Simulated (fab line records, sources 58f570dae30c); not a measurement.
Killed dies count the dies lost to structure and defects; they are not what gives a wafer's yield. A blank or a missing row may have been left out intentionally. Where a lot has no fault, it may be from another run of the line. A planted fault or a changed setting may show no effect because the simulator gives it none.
Split-lot trial	flow berkeleyCmos170	route with 331 steps; 5 lots, 27 wafers read

ON THE SPLIT
At UCB170_V2_ETCH_14 (etches SiO2 in CHF3/CF4/Ar, stops on Al, target depth 1250 nm, time 291 s), the setting timeS was moved away from the recipe's 291 s on 6 of the 27 wafers read, by -15.9% to +23.5%. For the rest of the wafers, this setting stayed at what the recipe calls for.

Reading taken at the split's own step.

THE READING
KrF_of_V2_COAT_07.thkNm (the simulator's own value, which no gauge read), in nm, at UCB170_V2_ETCH_14 (etches SiO2 in CHF3/CF4/Ar, stops on Al, target depth 1250 nm, time 291 s). The file does not state a usual value for it. The 21 wafers here that ran the recipe average 610.8 nm, standard deviation 4.5 nm.

wafer	tool, chamber at the split	timeS as run, s	against the recipe	KrF_of_V2_COAT_07.thkNm, nm	against lot-mates on the recipe
L075.1	rieDiel-01, 2	291	recipe	613.4	-
L075.2	rieDiel-01, 3	291	recipe	612.9	-
L075.3	rieDiel-01, 1	359.3	+23.5%	555.7	-59.3
L075.4	rieDiel-01, 0	359.3	+23.5%	552.6	-62.4
L075.5	rieDiel-01, 2	359.3	+23.5%	549	-66.0
L075.6	rieDiel-01, 1	291	recipe	618.7	-
L078.1	rieDiel-03, 1	291	recipe	608.7	-
L078.2	rieDiel-03, 2	291	recipe	612.5	-
L078.3	rieDiel-03, 3	291	recipe	616.3	-
L078.4	rieDiel-03, 0	291	recipe	613.8	-
L078.5	rieDiel-03, 1	291	recipe	612.4	-
L078.6	rieDiel-03, 0	291	recipe	611.2	-
L079.1	rieDiel-03, 2	291	recipe	606.3	-
L079.2	rieDiel-03, 0	291	recipe	603.8	-
L079.3	rieDiel-03, 3	291	recipe	605.1	-
L079.4	rieDiel-03, 1	291	recipe	602	-
L079.5	rieDiel-03, 1	291	recipe	605.8	-
L079.6	rieDiel-03, 2	291	recipe	605.5	-
L082.1	rieDiel-02, 1	291	recipe	610.2	-
L082.3	rieDiel-02, 0	291	recipe	610.4	-
L082.5	rieDiel-02, 1	291	recipe	611.8	-
L083.1	rieDiel-01, 0,2	244.7	-15.9%	656	+40.8
L083.2	rieDiel-01, 0,2	244.7	-15.9%	656	+40.8
L083.3	rieDiel-01, 1	244.7	-15.9%	662.8	+47.6
L083.4	rieDiel-01, 3	291	recipe	616.1	-
L083.5	rieDiel-01, 2	291	recipe	612.2	-
L083.6	rieDiel-01, 3	291	recipe	617.2	-
Where a row lists several chambers, the file gives one row for several wafers and doesn't say which wafer went through which chamber.

FIT RESULTS
A straight line over all 27 wafers: KrF_of_V2_COAT_07.thkNm changes by -2.65 nm for each +1% of timeS; r = -0.98; the points scatter about the line by 4.8 nm.
The same after taking each lot's own level away (the mean of its wafers on the recipe; 27 wafers): -2.68 nm for each +1%; r = -1.00; scatter 2.3 nm.
According to that fit, moving timeS by its largest amount changes the reading by 63 nm.
From 604.75 to 615.17 nm: that is the span of the lots' own levels, equal to 2.3 times the standard deviation above.
Consequently the slope shifts little with the lot-to-lot level, the two slopes agreeing.
Check: for one of the wafers moved furthest among these (+23.5%), held out of the fit, the line's prediction against its lot-mates is -64 nm. Against them it came out at -59.3 nm.

OTHER SPLITS ON THESE WAFERS
Other splits were also applied to these wafers ahead of the reading. Each is held against what the fit with the lots' levels taken away leaves over:
other split on the same wafers	wafers away from the commonest value	r with KrF_of_V2_COAT_07.thkNm (lot level and that fit taken away)
UCB170_ZERO_ETCH_06 timeS	9	+0.28
UCB170_NWELL_CVD_04 timeS	12	+0.00
UCB170_CONTACT_ETCH_18 targetDepthA	6	-0.01
UCB170_M2_SPUTTER_01 timeS	12	-0.36

THE WHOLE CHAIN: every reading that the file lists as answering this split, in the file's order
step	what it does	reading	change (the file's fit)	r (the file's)
UCB170_V2_ETCH_14	etches SiO2 in CHF3/CF4/Ar, stops on Al, target depth 1250 nm, time 291 s	KrF_of_V2_COAT_07.thkNm (the simulator's own value, which no gauge read)	-2.68 nm for each +1% of the setting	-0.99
UCB170_V2_STRIP_15	strips in O2	stripTimeToEndpointS	withheld for each +1% of the setting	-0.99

THE FILE'S OWN FIT
KrF_of_V2_COAT_07.thkNm changes by -2.68 nm for each +1% of timeS, r = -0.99.
